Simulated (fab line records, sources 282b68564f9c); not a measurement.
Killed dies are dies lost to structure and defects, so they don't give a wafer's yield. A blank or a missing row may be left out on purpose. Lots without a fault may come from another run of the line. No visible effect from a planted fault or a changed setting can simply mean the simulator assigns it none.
Split-lot trial ; flow rit cmos ; 20 wafers read across 5 lots, on a route 202 steps long

## THE SPLIT
At RIT_GATE_DEVELOP_15 (develop time 50 s), the setting dev temp c was moved away from the recipe's 23 C on 8 of the 20 wafers read, by -10.1% to +15.9%. The other wafers ran this setting at the recipe's value.

## FROM THE SPLIT TO THE READING: what the file shows between them, 8 steps
- RIT_REOX_CLEAN_01: cleans in dHF, time 30 s (also split here: time s)
- RIT_NLDD_IMPLANT_08 (also split here: dose cm2)
- RIT_NSD_COAT_01: resist thk 1000 nm (also split here: resist thk nm)
- RIT_NSD_SOFTBAKE_02: time 60 s
- RIT_NSD_EXPOSE_03: exposes mask M9, target cd 40700 nm
- RIT_NSD_DEVELOP_05: develop time 50 s
- RIT_NSD_HARDBAKE_07: time 60 s
- RIT_NSD_IMPLANT_08 (also split here: dose cm2)

## THE READING
etest.nmos_0p3.r on ohm um (the simulator's own value, which no gauge read), at RIT_M1_PROBE_99. There is no usual value for it anywhere in the file. The 12 wafers here that ran the recipe average 2192, standard deviation 46.

wafer;tool, chamber at the split;dev temp c as run, C;against the recipe;etest.nmos_0p3.r on ohm um;against lot-mates on the recipe
L074.2;litho track-01, 0;25.74;+11.9%;2329;+118
L074.3;litho track-01, 0;23;recipe;2179;-
L074.4;litho track-01, 0;23;recipe;2230;-
L074.5;litho track-01, 0;25.74;+11.9%;2370;+159
L074.6;litho track-01, 0;23;recipe;2224;-
L078.4;litho track-02, 0;23;recipe;2196;-
L078.5;litho track-02, 0;23;recipe;2250;-
L078.6;litho track-02, 0;23;recipe;2213;-
L079.1;litho track-04, 0;26.66;+15.9%;2333;+192
L079.2;litho track-04, 0;23;recipe;2124;-
L079.3;litho track-04, 0;23;recipe;2175;-
L079.4;litho track-04, 0;23;recipe;2124;-
L080.1;litho track-01, 0;24.3;+5.7%;2152;+32
L080.2;litho track-01, 0;23;recipe;2120;-
L080.4;litho track-01, 0;24.3;+5.7%;2210;+90
L083.1;litho track-04, 0;23;recipe;2248;-
L083.2;litho track-04, 0;23;recipe;2227;-
L083.3;litho track-04, 0;20.67;-10.1%;2055;-182
L083.4;litho track-04, 0;20.67;-10.1%;2095;-142
L083.5;litho track-04, 0;20.67;-10.1%;2112;-126

THE FIT
A straight line over all 20 wafers: etest.nmos_0p3.r on ohm um changes by +10.1 for each +1% of dev temp c; r = +0.83; the points scatter about the line by 48.
The same after taking each lot's own level away (the mean of its wafers on the recipe; 20 wafers): +12.9 for each +1%; r = +0.97; scatter 24.
That fit puts the effect of the largest move of dev temp c on the reading at 2.1e+02.
Measured against the standard deviation above, the lots' own levels, which go from 2120.0 to 2237.5, span 2.5 times it.
In other words, the slope is changed by the lot-to-lot level; the two fits disagree.
Check: +202 against its lot-mates is what the line predicts for one of the wafers moved furthest among these (+15.9%) when that wafer is left out of the fit. Against them it came out at +192.

## THE OTHER SPLITS THESE WAFERS WENT THROUGH
Other splits were also applied to these wafers ahead of the reading. Each is held against what the fit with the lots' levels taken away leaves over:
other split on the same wafers;wafers away from the commonest value;r with etest.nmos_0p3.r on ohm um (lot level and that fit taken away)
RIT_FOX2_OXIDATION_00 ox time s;15;+0.05
RIT_NWELL_IMPLANT_08 dose cm2;5;+0.06
RIT_PWELL_COAT_01 resist thk nm;8;+0.24
RIT_PWELL_STRIP_09 o2 flow sccm;7;+0.26
RIT_PRETRO_IMPLANT_08 energy kev;6;-0.37
RIT_GATE_WET_ETCH_00 time s;9;+0.03
RIT_REOX_CLEAN_01 time s;12;+0.00
RIT_NLDD_IMPLANT_08 dose cm2;5;-0.28
RIT_NSD_COAT_01 resist thk nm;7;-0.21
RIT_NSD_IMPLANT_08 dose cm2;7;-0.27

## THE WHOLE CHAIN: every reading that the file lists as answering this split, in the file's order
step;what it does;reading;change (the file's fit);r (the file's)
RIT_M1_PROBE_99;;etest.pmos_0p3.r on ohm um (the simulator's own value, which no gauge read);+38.6 for each +1% of the setting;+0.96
RIT_M1_PROBE_99;;etest.pmos_0p15.r on ohm um (the simulator's own value, which no gauge read);+38 for each +1% of the setting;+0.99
RIT_M1_PROBE_99;;etest.pmos turned.r on ohm um (the simulator's own value, which no gauge read);+39.8 for each +1% of the setting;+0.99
RIT_M1_PROBE_99;;etest.nmos_0p3.r on ohm um (the simulator's own value, which no gauge read);+12.5 for each +1% of the setting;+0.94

## FILE'S OWN FIT
etest.nmos_0p3.r on ohm um changes by +12.5 for each +1% of dev temp c, r = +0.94.
